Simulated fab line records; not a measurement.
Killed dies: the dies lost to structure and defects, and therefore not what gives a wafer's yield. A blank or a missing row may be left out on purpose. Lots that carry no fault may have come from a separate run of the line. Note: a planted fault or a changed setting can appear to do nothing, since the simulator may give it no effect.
A struck lot beside a sound one | flow berkeley_cmos170 | 43 out of 331 route steps
Sound: wafers L849.1, L849.4, L849.5. Wafers struck: L861.1, L861.2, L861.4. The cause is named last.
At each step with rows: each side's tool, then ch and its chambers, then its first start. Under that, the readings that differ: sound wafers | struck wafers | difference of the means | sigmas: that difference in standard deviations of wafers without a fault.
alike: readings with means less than 2 such deviations apart, plus words and numbers identical on both sides. not compared: withheld readings, readings lacking a value on some wafer, bounds such as >300 that could conceal the same value, and numbers that have no deviation in the record and whose values overlap.
The two part at a step that has a row with sigmas, a row that says differs or no value, or rows on one side only. Non-overlapping numbers with no deviation appear without sigmas and do not part them. A reading that every wafer of one side lacks parts them only if that side has two wafers or more.

UCB170_GATE_STRIP_16: strips in O2.
  sound on plasma_asher-04 ch 1, day 7 22:35; struck on plasma_asher-04 ch 0,1, day 11 04:10
  alike: drypump_motor_current_A, oes_product_au
  not compared: rf_hours_counter_h
UCB170_GATE_CD_MEAS_90: the cd target is 350 nm.
  sound on cd_sem-01, day 7 22:56; struck on cd_sem-01, day 11 04:16
  alike: cd_nm
then, 7 steps without rows for these wafers: UCB170_GATE_CLEAN_17 (cleans in SPM, time 600 s); UCB170_PLDD_HMDS_00 (prime time 60 s); UCB170_PLDD_COAT_01 (resist thk 889.1 nm); UCB170_PLDD_SOFTBAKE_02 (time 60 s); UCB170_PLDD_EXPOSE_03 (exposes mask PSELECT, target cd 1200 nm); UCB170_PLDD_PEB_04; UCB170_PLDD_DEVELOP_05 (develop time 45 s).
UCB170_PLDD_CD_MEAS_06: the cd target is 1200 nm.
  sound on cd_sem-01, day 8 01:22; struck on cd_sem-01, day 11 06:32
  alike: cd_nm
UCB170_PLDD_OVL_MEAS_07:
  sound on overlay-01, day 8 01:29; struck on overlay-02, day 11 06:39
  alike: PLDD_OVL
following that, these wafers have no rows for 1 step: UCB170_PLDD_IMPLANT_08.
UCB170_PLDD_IMPLANT_09:
  sound on implanter-03 ch 0, day 8 01:40; struck on implanter-02 ch 0, day 11 06:50
  reading            | sound                         | struck                        | difference | sigmas
  dose_ions_cm2      | 5.003e+13 5.009e+13 5.006e+13 | 3.356e+13 3.346e+13 3.347e+13 | -1.656e+13 | -99 or more
  faraday_current_uA | 159 154 152                   | 105 103 108                   | -50        | -11
UCB170_PLDD_STRIP_10: strips in O2.
  sound on plasma_asher-04 ch 0,1, day 8 01:49; struck on plasma_asher-03 ch 0,1, day 11 06:59
  reading                      | sound             | struck            | difference | sigmas
  strip_time_to_endpoint_s (s) | 21.44 21.44 21.44 | 21.20 21.22 21.22 | -0.23      | -3
  alike: drypump_motor_current_A, oes_product_au
  not compared: rf_hours_counter_h
UCB170_PLDD_TW_MEAS_11:
  sound on film_metro-01, day 8 01:55; struck on film_metro-04, day 11 07:21
  reading | sound          | struck      | difference | sigmas
  PLDD_TW | 1006 1004 1005 | 961 961 959 | -45        | -7
  not compared: hold
then, 6 steps without rows for these wafers: UCB170_NLDD_HMDS_00 (prime time 60 s); UCB170_NLDD_COAT_01 (resist thk 900 nm); UCB170_NLDD_SOFTBAKE_02 (time 60 s); UCB170_NLDD_EXPOSE_03 (exposes mask NSELECT, target cd 1200 nm); UCB170_NLDD_PEB_04; UCB170_NLDD_DEVELOP_05 (develop time 45 s).
UCB170_NLDD_CD_MEAS_06: the cd target is 1200 nm.
  sound on cd_sem-01, day 8 05:20; struck on cd_sem-02, day 11 18:50
  alike: cd_nm
UCB170_NLDD_OVL_MEAS_07:
  sound on overlay-02, day 8 05:27; struck on overlay-01, day 11 18:58
  alike: NLDD_OVL
then, 2 steps without rows for these wafers: UCB170_NLDD_IMPLANT_08; UCB170_NLDD_IMPLANT_09.
UCB170_NLDD_STRIP_10: strips in O2.
  sound on plasma_asher-02 ch 0,1, day 8 05:47; struck on plasma_asher-01 ch 0,1, day 11 19:18
  alike: drypump_motor_current_A, oes_product_au, strip_time_to_endpoint_s
  not compared: rf_hours_counter_h
UCB170_NLDD_TW_MEAS_11:
  sound on film_metro-03, day 8 05:53; struck on film_metro-03, day 11 19:28
  alike: NLDD_TW
then, 1 step without rows for these wafers: UCB170_NLDD_CLEAN_12 (cleans in SPM, time 600 s).
UCB170_SPACER_CVD_00: deposits SiO2 from TEOS/O2, target thk 376 nm, time 47 s.
  sound on pecvd-04 ch 1,2, day 8 06:08; struck on pecvd-04 ch 0,1, day 11 20:41
  alike: heater_power_w, pressure_mtorr
UCB170_SPACER_THK_MEAS_01:
  sound on film_metro-03, day 8 06:11; struck on film_metro-04, day 11 20:58
  alike: SPACER_TEOS_THK
then, 1 step without rows for these wafers: UCB170_SPACER_ANNEAL_02 (time 1800 s).
UCB170_SPACER_ETCHBACK_03: etches SiO2 in CHF3/CF4/Ar, stops on Si, target depth 376 nm, time 100 s.
  sound on rie_diel-02 ch 0,1, day 8 10:38; struck on rie_diel-03 ch 0,2,3, day 11 22:55
  alike: drypump_motor_current_A, mfc_ar_sccm, oes_product_au, throttle_valve_pct
  not compared: rf_hours_counter_h
then, 6 steps without rows for these wafers: UCB170_PSD_HMDS_00 (prime time 60 s); UCB170_PSD_COAT_01 (resist thk 900 nm); UCB170_PSD_SOFTBAKE_02 (time 60 s); UCB170_PSD_EXPOSE_03 (exposes mask PSELECT MOD, target cd 1200 nm); UCB170_PSD_PEB_04; UCB170_PSD_DEVELOP_05 (develop time 45 s).
UCB170_PSD_CD_MEAS_06: the cd target is 1200 nm.
  sound on cd_sem-01, day 8 12:59; struck on cd_sem-02, day 12 00:03
  alike: cd_nm
UCB170_PSD_OVL_MEAS_07:
  sound on overlay-01, day 8 13:07; struck on overlay-01, day 12 00:10
  alike: PSD_OVL
following that, these wafers have no rows for 1 step: UCB170_PSD_IMPLANT_08.
UCB170_SDANNEAL_RS_MEAS_04: uses a four-point probe to measure.
  sound on film_metro-04, day 8 19:12; struck on film_metro-01, day 12 04:44
  reading          | sound                | struck               | difference | sigmas
  PLDD_RS (ohm/sq) | 1032.8 1031.8 1034.5 | 1191.3 1193.3 1196.0 | +160.5     | +62
  not compared: hold
UCB170_M3_PROBE_99:
  the record has rows for the sound wafers here (prober-01, day 10 00:32) and none for the struck ones

## WHERE THEY PART
At UCB170_PLDD_IMPLANT_09 first; at UCB170_M3_PROBE_99 last (within this record only).

WHY: the cause the simulator had injected
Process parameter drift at UCB170_PLDD_IMPLANT_09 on implanter-02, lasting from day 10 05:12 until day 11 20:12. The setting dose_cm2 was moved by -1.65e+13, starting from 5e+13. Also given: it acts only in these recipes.
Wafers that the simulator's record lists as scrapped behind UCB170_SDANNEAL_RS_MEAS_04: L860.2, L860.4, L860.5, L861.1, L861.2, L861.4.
